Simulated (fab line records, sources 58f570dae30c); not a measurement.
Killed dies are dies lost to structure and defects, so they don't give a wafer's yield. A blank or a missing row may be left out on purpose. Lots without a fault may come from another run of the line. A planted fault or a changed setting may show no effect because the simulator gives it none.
fab line records | flow berkeley_cmos170
record lots=5 wafers=15 last_day=10
route steps=331 shown PSD@186 NSD@187
lots that met no fault: from a run of the same line without faults
start_h: hours from the record's first day to the start of the lot's first wafer shown | wait_h: hours since the lot's step before | " the same as in the row above | L1.1+2: a row that stands for several wafers | - no value, or no start given | * or withheld: withheld | < > ~ a bound
route shown NAME@n: a module of which the file shows steps, and the number in the route of the first | usual: mean/standard deviation of fault-free wafers | same: alike in all rows | chamber/n: place in a boat | sites: the reading at each site | _std_site: their standard deviation | _edge_site: outer sites' mean less inner sites' | radius_mm: how far each site lies from the wafer's centre | mask NAME#n: copy n | behind: the tool/chamber that last shaped the wafer | hold: why the lot was held/for how many hours/how that ended | device: the transistor (n, p or np) that didn't switch | end of line: the same wafers' tests at the end of the route | a step without rows: its recipe alone | killed: dies lost to structure and defects at the first sort, not the wafer's yield | map: a wafer's dies, x killed, . not, _ none there
set.NAME: the setting as run; set.NAME@STEP: as run at that earlier step | model.NAME: the simulator's own value behind a step, which no gauge read
lots at some steps of the route; a table a step, a row a wafer
services: from which hour (start_h, from the record's first day; less than 0 if before it) a tool's chamber was out of use, for how many hours, and why
## steps
# step UCB170_PSD_CLEAN_11
# recipe chemistry=SPM temp_c=120 time_s=600
# usual bath_guard_temp_C=119.8/0.47
# columns lot.wafer tool chamber start_h wait_h bath_guard_temp_C
L080.2 wet_bench-03 0 146.74 0.0 120.6
L080.3 " 0 " " 120.3
L080.5 " 0 " " 120.3
L082.1 wet_bench-01 3 179.91 0.1 119.0
L082.4 " 3 " " 119.1
L082.6 " 3 " " 119.1
L085.1 wet_bench-03 2 184.15 0.1 120.5
L085.3 " 2 " " 120.3
L085.6 " 2 " " 120.6
L086.1 wet_bench-03 3 189.01 0.1 119.3
L086.3 " 3 " " 119.3
L086.6 " 3 " " 119.6
L090.1 wet_bench-02 2 217.03 1.4 119.8
L090.4 " 2 " " 119.9
L090.6 " 2 " " 119.5
# step UCB170_NSD_HMDS_00
# recipe prime_time_s=60 prime_temp_c=100
# usual prime_temp_c=100.00/0.15
# columns lot.wafer tool chamber start_h wait_h prime_temp_c
L080.2 litho_track-02 0 146.94 0.0 100.01
L080.3 " 0 " " 99.91
L080.5 " 0 " " 100.05
L082.1 litho_track-02 0 180.26 0.0 99.80
L082.4 " 0 " " 99.87
L082.6 " 0 " " 99.81
L085.1 litho_track-01 0 184.32 0.0 100.12
L085.3 " 0 " " 100.15
L085.6 " 0 " " 99.82
L086.1 litho_track-01 0 189.56 0.4 100.02
L086.3 " 0 " " 99.95
L086.6 " 0 " " 100.00
L090.1 litho_track-02 0 217.20 0.0 100.10
L090.4 " 0 " " 100.28
L090.6 " 0 " " 100.13
# step UCB170_NSD_COAT_01
# recipe resist=KrF spin_rpm=1500 resist_thk_nm=900
# usual spin_speed_rpm=1500.1/0.87
# columns lot.wafer tool chamber start_h wait_h spin_speed_rpm
L080.2 litho_track-02 0 147.09 0.1 1502.5
L080.3 " 0 " " 1499.6
L080.5 " 0 " " 1500.6
L082.1 litho_track-02 0 180.41 0.1 1500.6
L082.4 " 0 " " 1501.5
L082.6 " 0 " " 1501.8
L085.1 litho_track-01 0 184.47 0.1 1499.3
L085.3 " 0 " " 1499.8
L085.6 " 0 " " 1500.1
L086.1 litho_track-01 0 189.71 0.1 1500.4
L086.3 " 0 " " 1500.9
L086.6 " 0 " " 1500.6
L090.1 litho_track-02 0 217.35 0.1 1500.8
L090.4 " 0 " " 1501.5
L090.6 " 0 " " 1498.6
# step UCB170_NSD_SOFTBAKE_02
# recipe resist=KrF temp_c=130 time_s=60
# columns lot.wafer tool chamber start_h wait_h
L080.2+3+5 litho_track-02 0 147.24 0.1
L082.1+4+6 litho_track-02 0 180.56 0.1
L085.1+3+6 litho_track-01 0 184.62 0.1
L086.1+3+6 litho_track-01 0 189.86 0.1
L090.1+4+6 litho_track-02 0 217.50 0.1
# step UCB170_NSD_EXPOSE_03
# recipe mask_id=NSELECT_MOD na=0.5 sigma_outer=0.6 source_shape=conventional target_cd_nm=1200 dose_mj=30
# usual focus_offset_nm=0.0/0.62
# columns lot.wafer tool chamber start_h wait_h mask focus_offset_nm
L080.2 krf_scanner-01 0 147.68 0.4 NSELECT_MOD#0 0.1
L080.3 " 0 " " NSELECT_MOD#0 0.6
L080.5 " 0 " " NSELECT_MOD#0 0.6
L082.1 krf_scanner-01 0 180.83 0.2 NSELECT_MOD#0 -0.1
L082.4 " 0 " " NSELECT_MOD#0 0.2
L082.6 " 0 " " NSELECT_MOD#0 0.3
L085.1 krf_scanner-02 0 184.90 0.2 NSELECT_MOD#0 -0.5
L085.3 " 0 " " NSELECT_MOD#0 0.6
L085.6 " 0 " " NSELECT_MOD#0 0.0
L086.1 krf_scanner-02 0 190.14 0.2 NSELECT_MOD#0 1.1
L086.3 " 0 " " NSELECT_MOD#0 1.0
L086.6 " 0 " " NSELECT_MOD#0 1.3
L090.1 krf_scanner-02 0 217.95 0.4 NSELECT_MOD#0 -0.4
L090.4 " 0 " " NSELECT_MOD#0 0.0
L090.6 " 0 " " NSELECT_MOD#0 0.4
# step UCB170_NSD_PEB_04
# recipe peb_temp_c=130 peb_time_s=withheld resist=KrF
# columns lot.wafer tool chamber start_h wait_h
L080.2+3+5 litho_track-03 0 147.80 0.1
L082.1+4+6 litho_track-01 0 180.95 0.1
L085.1+3+6 litho_track-01 0 185.02 0.1
L086.1+3+6 litho_track-02 0 190.25 0.1
L090.1+4+6 litho_track-03 0 218.28 0.3
# step UCB170_NSD_DEVELOP_05
# recipe developer=TMAH develop_time_s=45 resist=KrF dev_temp_c=21
# usual developer_temp_C=21.01/0.11
# columns lot.wafer tool chamber start_h wait_h developer_temp_C
L080.2 litho_track-03 0 - - 21.06
L080.3 " 0 " " 21.07
L080.5 " 0 " " 21.13
L082.1 litho_track-01 0 - - 21.17
L082.4 " 0 " " 21.09
L082.6 " 0 " " 21.24
L085.1 litho_track-01 0 - - 20.94
L085.3 " 0 " " 21.16
L085.6 " 0 " " 21.03
L086.1 litho_track-02 0 - - 21.01
L086.3 " 0 " " 20.92
L086.6 " 0 " " 20.97
L090.1 litho_track-03 0 - - 20.91
L090.4 " 0 " " 21.01
L090.6 " 0 " " 20.73
# step UCB170_NSD_CD_MEAS_06
# recipe target_cd_nm=1200
# usual cd_nm=1200.3/1.4
# columns lot.wafer tool chamber start_h wait_h cd_nm
L080.2 cd_sem-02 - 148.07 - 1201.4
L080.3 " - " " 1200.3
L080.5 " - " " 1200.5
L082.1 cd_sem-02 - 181.22 - 1197.9
L082.4 " - " " 1201.0
L082.6 " - " " 1199.0
L085.1 cd_sem-01 - 185.29 - 1199.3
L085.3 " - " " 1199.5
L085.6 " - " " 1199.2
L086.1 cd_sem-01 - 190.53 - 1198.4
L086.3 " - " " 1198.4
L086.6 " - " " 1198.1
L090.1 cd_sem-01 - 218.62 - 1200.8
L090.4 " - " " 1201.2
L090.6 " - " " 1201.7
# step UCB170_NSD_OVL_MEAS_07
# usual NSD_OVL=-3/5.9
# columns lot.wafer tool chamber start_h wait_h NSD_OVL[nm]
L080.2 overlay-01 - 148.18 0.1 -7
L080.3 " - " " -5
L080.5 " - " " 2
L082.1 overlay-01 - 181.34 0.1 -4
L082.4 " - " " -8
L082.6 " - " " -2
L085.1 overlay-01 - 185.41 0.1 -2
L085.3 " - " " 0
L085.6 " - " " 0
L086.1 overlay-01 - 190.65 0.1 -2
L086.3 " - " " -6
L086.6 " - " " -3
L090.1 overlay-02 - 218.74 0.1 -3
L090.4 " - " " -1
L090.6 " - " " 1
## services
# columns tool chamber start_h hours kind
krf_scanner-01 - 128.88 0.6 repair
krf_scanner-01 - 182.40 1.9 repair
krf_scanner-02 - 211.42 1.6 repair
krf_scanner-01 - 216.96 3.3 repair
## key
fault none
